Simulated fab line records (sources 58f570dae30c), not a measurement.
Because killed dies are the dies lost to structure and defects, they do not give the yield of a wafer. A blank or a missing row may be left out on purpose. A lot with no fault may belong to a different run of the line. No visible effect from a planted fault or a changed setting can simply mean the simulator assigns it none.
fab line records + flow berkeleyCmos170
[record]
- lots = 6
- wafers = 18
- lastDay = 11
route steps=331 shown PVT@117 GATE@125 FIELD@126
lots untouched by any fault: they come from a run of this same line in which no faults occurred
startH: hours from the record's opening day to when the first of the lot's shown wafers began + waitH: hours from the lot's prior step to this one + " the same as in the row above + L1.1+2: one row covering several wafers at once + - no value, or no start given + * or withheld: withheld + < > ~ a bound
route shown NAME@n: a module of which the file shows steps, and the number in the route of the first + usual: mean and standard deviation over wafers with no fault + same: alike in all rows + chamber/n: place in a boat + sites: per-site readings + _std_site: standard deviation of those values + _edge_site: inner sites' mean taken away from outer sites' mean + radiusMm: how far each site lies from the wafer's centre + mask NAME#n: copy n + behind: tool/chamber where the wafer was last shaped + hold: reason for holding the lot/hours on hold/outcome of the hold + device: the n, p or np transistor that did not switch + end of line: tests run on the same wafers once the route is complete + a step with no rows: only its recipe + killed: dies lost to structure and defects at the first sort, not the wafer's yield + map: per-die view of a wafer (x killed, . not killed, _ where there is no die)
set.NAME: the run value of the setting; set.NAME@STEP: its run value at that earlier step + model.NAME: the simulator's own value behind a step, which no gauge read
a table for each step, a row for each wafer; lots at some steps of the route
services: the hour from which a tool's chamber was out of use, counted from the record's first day as startH (under 0 if before that day), plus the number of hours and why
[[steps]]
[step UCB170_PVT_SOFTBAKE_02]
[recipe]
- resist = KrF
- tempC = 130
- timeS = 60
[step UCB170_PVT_EXPOSE_03]
[recipe]
- maskId = NWELL
- targetCdNm = 3000
- na = 0.5
- sigmaOuter = 0.6
- sourceShape = conventional
- doseMj = 30
[step UCB170_PVT_PEB_04]
[recipe]
- pebTempC = 130
- pebTimeS = withheld
- resist = KrF
[step UCB170_PVT_DEVELOP_05]
[recipe]
- developer = TMAH
- developTimeS = 45
- resist = KrF
- devTempC = 21
[step UCB170_PVT_OVL_MEAS_06]
[usual]
- PVT_OVL = 4/4.9
| lot.wafer | tool       | chamber | startH | waitH | PVT_OVL[nm] |
|-----------|------------|---------|--------|-------|-------------|
| L894.4    | overlay-01 | -       | 123.44 | -     | 3           |
| L894.5    | "          | -       | "      | "     | 2           |
| L894.6    | "          | -       | "      | "     | 2           |
| L903.1    | overlay-01 | -       | 164.12 | -     | 8           |
| L903.4    | "          | -       | "      | "     | 2           |
| L903.6    | "          | -       | "      | "     | 3           |
| L909.2    | overlay-02 | -       | 194.83 | -     | 7           |
| L909.3    | "          | -       | "      | "     | 12          |
| L909.4    | "          | -       | "      | "     | 6           |
| L913.1    | overlay-02 | -       | 211.80 | -     | 3           |
| L913.3    | "          | -       | "      | "     | 5           |
| L913.5    | "          | -       | "      | "     | 6           |
| L914.2    | overlay-02 | -       | 221.22 | -     | 0           |
| L914.5    | "          | -       | "      | "     | 6           |
| L914.6    | "          | -       | "      | "     | 10          |
| L915.3    | overlay-02 | -       | 237.24 | -     | 8           |
| L915.5    | "          | -       | "      | "     | 6           |
| L915.6    | "          | -       | "      | "     | 2           |
[step UCB170_PVT_IMPLANT_07]
[recipe]
- species = P
- doseCm2 = 2e+12
- energyKev = 30
- tiltDeg = 7
[step UCB170_PVT_STRIP_08]
[recipe]
- chemistry = O2
- powerW = 400
- pressureMtorr = 3500
- platenTempC = withheld
- o2FlowSccm = 400
- overashFraction = 0.5
[usual]
- drypumpMotorCurrentA = 5.7/0.59
- oesProductAu = 0.735/0.0046
- stripTimeToEndpointS = 21.63/0.059
| lot.wafer | tool           | chamber | startH | waitH | drypumpMotorCurrentA | oesProductAu | rfHoursCounterH | stripTimeToEndpointS |
|-----------|----------------|---------|--------|-------|----------------------|--------------|-----------------|----------------------|
| L894.4    | plasmaAsher-04 | 0       | 123.64 | 0.1   | 4.9                  | 0.729        | -               | 21.57                |
| L894.5    | "              | 1       | "      | "     | 5.4                  | 0.739        | -               | 21.57                |
| L894.6    | "              | 0       | "      | "     | 4.9                  | 0.741        | -               | 21.61                |
| L903.1    | plasmaAsher-02 | 0       | 164.30 | 0.1   | 6.3                  | 0.739        | 46              | 21.66                |
| L903.4    | "              | 0       | "      | "     | 6.4                  | 0.730        | -               | 21.63                |
| L903.6    | "              | 1       | "      | "     | 5.8                  | 0.736        | -               | 21.68                |
| L909.2    | plasmaAsher-01 | 0       | 195.01 | 0.1   | 5.2                  | 0.726        | 47              | 21.62                |
| L909.3    | "              | 0       | "      | "     | 5.2                  | 0.732        | -               | 21.63                |
| L909.4    | "              | 1       | "      | "     | 6.6                  | 0.737        | -               | 21.66                |
| L913.1    | plasmaAsher-01 | 0       | 211.99 | 0.1   | 5.3                  | 0.738        | 48              | 21.59                |
| L913.3    | "              | 0       | "      | "     | 5.2                  | 0.736        | -               | 21.63                |
| L913.5    | "              | 0       | "      | "     | 5.2                  | 0.740        | -               | 21.66                |
| L914.2    | plasmaAsher-04 | 0       | 221.40 | 0.1   | 4.9                  | 0.736        | 49              | 21.64                |
| L914.5    | "              | 0       | "      | "     | 4.9                  | 0.743        | -               | 21.58                |
| L914.6    | "              | 1       | "      | "     | 5.4                  | 0.737        | -               | 21.54                |
| L915.3    | plasmaAsher-02 | 0       | 237.44 | 0.1   | 6.3                  | 0.740        | -               | 21.51                |
| L915.5    | "              | 0       | "      | "     | 6.3                  | 0.736        | -               | 21.55                |
| L915.6    | "              | 1       | "      | "     | 5.8                  | 0.733        | -               | 21.54                |
[step UCB170_PVT_TW_MEAS_09]
[usual]
- PVT_TW = 510/4.1
| lot.wafer | tool         | chamber | startH | waitH | PVT_TW |
|-----------|--------------|---------|--------|-------|--------|
| L894.4    | filmMetro-03 | -       | 123.73 | 0.1   | 508    |
| L894.5    | "            | -       | "      | "     | 509    |
| L894.6    | "            | -       | "      | "     | 505    |
| L903.1    | filmMetro-02 | -       | 164.40 | 0.1   | 516    |
| L903.4    | "            | -       | "      | "     | 517    |
| L903.6    | "            | -       | "      | "     | 514    |
| L909.2    | filmMetro-02 | -       | 195.12 | 0.1   | 514    |
| L909.3    | "            | -       | "      | "     | 513    |
| L909.4    | "            | -       | "      | "     | 515    |
| L913.1    | filmMetro-03 | -       | 212.09 | 0.1   | 510    |
| L913.3    | "            | -       | "      | "     | 505    |
| L913.5    | "            | -       | "      | "     | 505    |
| L914.2    | filmMetro-03 | -       | 221.51 | 0.1   | 507    |
| L914.5    | "            | -       | "      | "     | 504    |
| L914.6    | "            | -       | "      | "     | 507    |
| L915.3    | filmMetro-01 | -       | 237.53 | 0.1   | 513    |
| L915.5    | "            | -       | "      | "     | 514    |
| L915.6    | "            | -       | "      | "     | 516    |
[step UCB170_GATE_WET_ETCH_00]
[recipe]
- chemistry = dHF
- dilution = 25:1
- target = SiO2
- tempC = 25
- timeS = 200
[step UCB170_FIELD_THK_MEAS_91]
[recipe]
- reads = SiO2_of_FIELD_OXIDATION_01
[usual]
- FIELD_OXIDE_LEFT_2_THK = 350/12
| lot.wafer | tool         | chamber | startH | waitH | FIELD_OXIDE_LEFT_2_THK[nm] |
|-----------|--------------|---------|--------|-------|----------------------------|
| L894.4    | filmMetro-01 | -       | 123.86 | 0.0   | 359                        |
| L894.5    | "            | -       | "      | "     | 352                        |
| L894.6    | "            | -       | "      | "     | 358                        |
| L903.1    | filmMetro-03 | -       | 164.53 | 0.0   | 349                        |
| L903.4    | "            | -       | "      | "     | 346                        |
| L903.6    | "            | -       | "      | "     | 351                        |
| L909.2    | filmMetro-01 | -       | 195.26 | 0.0   | 360                        |
| L909.3    | "            | -       | "      | "     | 360                        |
| L909.4    | "            | -       | "      | "     | 371                        |
| L913.1    | filmMetro-03 | -       | 212.59 | 0.0   | 360                        |
| L913.3    | "            | -       | "      | "     | 353                        |
| L913.5    | "            | -       | "      | "     | 355                        |
| L914.2    | filmMetro-01 | -       | 221.63 | 0.0   | 370                        |
| L914.5    | "            | -       | "      | "     | 362                        |
| L914.6    | "            | -       | "      | "     | 356                        |
| L915.3    | filmMetro-03 | -       | 237.72 | 0.0   | 350                        |
| L915.5    | "            | -       | "      | "     | 348                        |
| L915.6    | "            | -       | "      | "     | 349                        |
[step UCB170_GATE_OXIDATION_01]
[recipe]
- tempC = 850
- ambient = O2
- targetThkA = 66
- oxTimeS = 1800
[step UCB170_GATE_THK_MEAS_02]
[recipe]
- reads = SiO2_of_GATE_OXIDATION_01
[usual]
- GATE_OXIDE_THK = 6.56/0.13
| lot.wafer | tool         | chamber | startH | waitH | GATE_OXIDE_THK[nm] |
|-----------|--------------|---------|--------|-------|--------------------|
| L894.4    | filmMetro-01 | -       | 126.33 | 0.0   | 6.69               |
| L894.5    | "            | -       | "      | "     | 6.66               |
| L894.6    | "            | -       | "      | "     | 6.56               |
| L903.1    | filmMetro-04 | -       | 168.34 | 0.0   | 6.39               |
| L903.4    | "            | -       | "      | "     | 6.37               |
| L903.6    | "            | -       | "      | "     | 6.50               |
| L909.2    | filmMetro-01 | -       | 200.39 | 0.0   | 6.53               |
| L909.3    | "            | -       | "      | "     | 6.41               |
| L909.4    | "            | -       | "      | "     | 6.42               |
| L913.1    | filmMetro-01 | -       | 215.84 | 0.0   | 6.45               |
| L913.3    | "            | -       | "      | "     | 6.68               |
| L913.5    | "            | -       | "      | "     | 6.60               |
| L914.2    | filmMetro-02 | -       | 225.40 | 0.0   | 6.69               |
| L914.5    | "            | -       | "      | "     | 6.69               |
| L914.6    | "            | -       | "      | "     | 6.65               |
| L915.3    | filmMetro-02 | -       | 241.76 | 0.1   | 6.55               |
| L915.5    | "            | -       | "      | "     | 6.62               |
| L915.6    | "            | -       | "      | "     | 6.74               |
[step UCB170_GATE_ANNEAL_03]
[recipe]
- tempC = 900
- timeS = 1800
- ambient = N2
[usual]
- spikeTcCentreC = 902.9/1.1
- spikeTcLoadC = 924.4/2.4
| lot.wafer | tool       | chamber | startH | waitH | spikeTcCentreC | spikeTcLoadC |
|-----------|------------|---------|--------|-------|----------------|--------------|
| L894.4    | furnace-03 | 0       | 130.08 | 3.7   | 904.1          | 927.1        |
| L894.5    | "          | 0       | "      | "     | 903.4          | 926.5        |
| L894.6    | "          | 0       | "      | "     | 901.9          | 927.4        |
| L903.1    | furnace-01 | 0       | 171.60 | 3.3   | 902.2          | 927.0        |
| L903.4    | "          | 0       | "      | "     | 902.9          | 926.0        |
| L903.6    | "          | 0       | "      | "     | 904.2          | 927.5        |
| L909.2    | furnace-02 | 0       | 204.66 | 4.3   | 902.6          | 921.7        |
| L909.3    | "          | 0       | "      | "     | 903.3          | 921.9        |
| L909.4    | "          | 0       | "      | "     | 903.0          | 923.7        |
| L913.1    | furnace-01 | 0       | 217.15 | 1.3   | 901.7          | 927.1        |
| L913.3    | "          | 0       | "      | "     | 901.0          | 926.8        |
| L913.5    | "          | 0       | "      | "     | 901.8          | 925.4        |
| L914.2    | furnace-02 | -       | 227.98 | 2.6   | -              | -            |
| L914.5    | "          | -       | "      | "     | -              | -            |
| L914.6    | "          | -       | "      | "     | -              | -            |
| L915.3    | furnace-02 | -       | 245.09 | 3.3   | -              | -            |
| L915.5    | "          | -       | "      | "     | -              | -            |
| L915.6    | "          | -       | "      | "     | -              | -            |
[step UCB170_GATE_CVD_04]
[recipe]
- material = poly-Si
- tempC = 610
- precursor = SiH4
- timeS = 1440
- pressureMtorr = 375
- targetThkNm = 214
- sih4FlowSccm = 120
[[services]]
| tool           | chamber | startH | hours | kind   |
|----------------|---------|--------|-------|--------|
| plasmaAsher-01 | -       | 129.76 | 0.6   | repair |
| furnace-03     | -       | 133.24 | 3.3   | pm     |
| furnace-02     | -       | 148.04 | 3.1   | pm     |
| furnace-02     | -       | 151.15 | 1.9   | pm     |
| plasmaAsher-04 | -       | 187.11 | 9.0   | repair |
| plasmaAsher-01 | -       | 191.03 | 0.8   | repair |
| furnace-01     | -       | 199.15 | 2.9   | pm     |
| plasmaAsher-01 | -       | 201.94 | 7.3   | repair |
[[key]]
[firstSign]
- step = UCB170_GATE_ANNEAL_03
- reading = toolRecord
- direction = missing
effect none on later readings
metAt UCB170_GATE_ANNEAL_03
struckWafers L914.2,L914.5,L914.6,L915.3,L915.5,L915.6
laterRowsLeftOut L914.2,L914.5,L914.6,L915.3,L915.5,L915.6
sortLeftOut L914.2,L914.5,L914.6,L915.3,L915.5,L915.6
testerLeftOut L914,L915
onsetBetween 204.66 227.98
[fault]
- kind = skippedStepWhole
- tool = furnace-02
- chamber = -
- onsetH = 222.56
- steps = UCB170_GATE_ANNEAL_03
- scope = struckLotsOnly
// testerLeftOut: of these lots the tester's yield and bins aren't shown, on N5 and GAA mostly nor the transistor test; their killed dies are dies lost to structure and defects alone, not to doping, threshold or leakage, so they don't give the yield
// sortLeftOut: the simulated sort isn't trusted on such a fault, so these wafers' sort isn't shown, and their yield isn't known
// laterRowsLeftOut: the simulator's readings of these wafers behind a module that went badly wrong aren't trusted and aren't shown, but for the sort
